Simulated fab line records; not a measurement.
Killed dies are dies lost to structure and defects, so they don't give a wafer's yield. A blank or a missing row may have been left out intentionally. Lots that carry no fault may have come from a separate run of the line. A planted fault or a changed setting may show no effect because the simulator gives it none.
Which of the tools did it? ; flow rit cmos ; 14 lots with 42 wafers sampled at 2 steps, on a route of 202 steps

## WHAT THE GAUGES READ, wafer by wafer
The record holds no reading of a measuring or inspecting step that can be judged against a usual standard deviation.

## TOOL THAT RAN EACH LOT (tool first, then ch and the chambers of the sampled wafers, then the start)
lot;RIT_NLDD_COAT_01;RIT_M1_PROBE_99
L268;litho track-02 ch 0, day 2 23:06;-
L269;litho track-02 ch 0, day 3 05:26;-
L270;litho track-04 ch 0, day 3 08:10;-
L271;litho track-02 ch 0, day 3 13:52;-
L272;litho track-04 ch 0, day 3 18:08;-
L273;litho track-01 ch 0, day 3 22:28;prober-02, day 4 16:16
L274;litho track-04 ch 0, day 4 04:59;-
L275;litho track-04 ch 0, day 4 09:17;prober-02, day 5 02:08
L282;litho track-04 ch 0, day 5 18:59;-
L283;litho track-01 ch 0, day 6 00:24;-
L284;litho track-01 ch 0, day 6 06:16;prober-02, day 6 22:19
L286;litho track-02 ch 0, day 6 14:59;prober-02, day 7 07:25
L288;litho track-04 ch 0, day 7 02:13;prober-02, day 7 18:22
L290;litho track-04 ch 0, day 7 12:41;-
- RIT_NLDD_COAT_01: resist thk 1000 nm.
- RIT_M1_PROBE_99

## AS READ BY THE TOOLS THEMSELVES (means over the sampled wafers that have a number; for cases with no such wafer, the mark the record gives instead)
RIT_NLDD_COAT_01.
lot;tool;spin speed rpm (rpm)
L268;litho track-02;3250.6
L269;litho track-02;3251.4
L270;litho track-04;3249.7
L271;litho track-02;3249.3
L272;litho track-04;3251.0
L273;litho track-01;3250.4
L274;litho track-04;3251.0
L275;litho track-04;3250.1
L282;litho track-04;3251.1
L283;litho track-01;3298.8
L284;litho track-01;3298.8
L286;litho track-02;3252.2
L288;litho track-04;3250.7
L290;litho track-04;3250.3

RIT_M1_PROBE_99.
lot;tool;killed_at_M0_to_M3;killed at contacts;killed at front end;killed dies;killed open;killed short
L273;prober-02;0.0;0.3;7;8;4.3;3.3
L275;prober-02;0.0;0.0;8;8;4.0;4.0
L284;prober-02;0.0;0.0;8;8;4.3;3.3
L286;prober-02;0.0;0.0;7;7;2.3;4.3
L288;prober-02;0.0;0.0;4;4;2.0;1.7

## THE ANSWER, worked out from the rows above alone
Rule: usual is defined by the lots themselves. The widest of any qualifying gaps counts: lots, ordered by their means at a reading, are off when they make up no more than a third of the lots, leave a main group of 4 or more, and stand apart from it by 3 or more times the standard deviation of that group's means. A main group is skipped when, at the precision printed for the reading in the tables above, its means are all equal. A lot without any number at a reading at which 4 lots or more have one is off too. Where the step has rows for the other lots, those lots are counted as sound. The gauges are gone through in route order, then the tools' own readings, and for those a lot's mean is taken as printed above. At the first step where some lot is off, the reading lying furthest off is the one used; lots without a number count as furthest.
Off: L283, L284, at RIT_NLDD_COAT_01 (spin speed rpm). Main group: mean 3250.7 rpm, sd 0.74.
If a tool, at that step or one of the process steps before it, ran each lot that is off and ran no sound lot following the first of them, it fits. One fits: litho track-01 at RIT_NLDD_COAT_01. Its last sound lot is L273 (day 3 22:28), its first lot that is off L283 (day 6 00:24): a fault that began between those two fits.
The tool's own readings at RIT_NLDD_COAT_01 bear it out: on the lots that are off they differ by more than 5 times the standard deviation of the sound lots' means. spin speed rpm reads 3298.8 rpm there against 3250.7 rpm on the sound lots.

## WHAT WAS PUT IN BY THE SIMULATOR
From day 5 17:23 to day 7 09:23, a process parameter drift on litho track-01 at RIT_NLDD_COAT_01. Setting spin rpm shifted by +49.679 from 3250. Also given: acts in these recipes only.
Struck lots among those shown: L283, L284. The rule above reached the same finding.
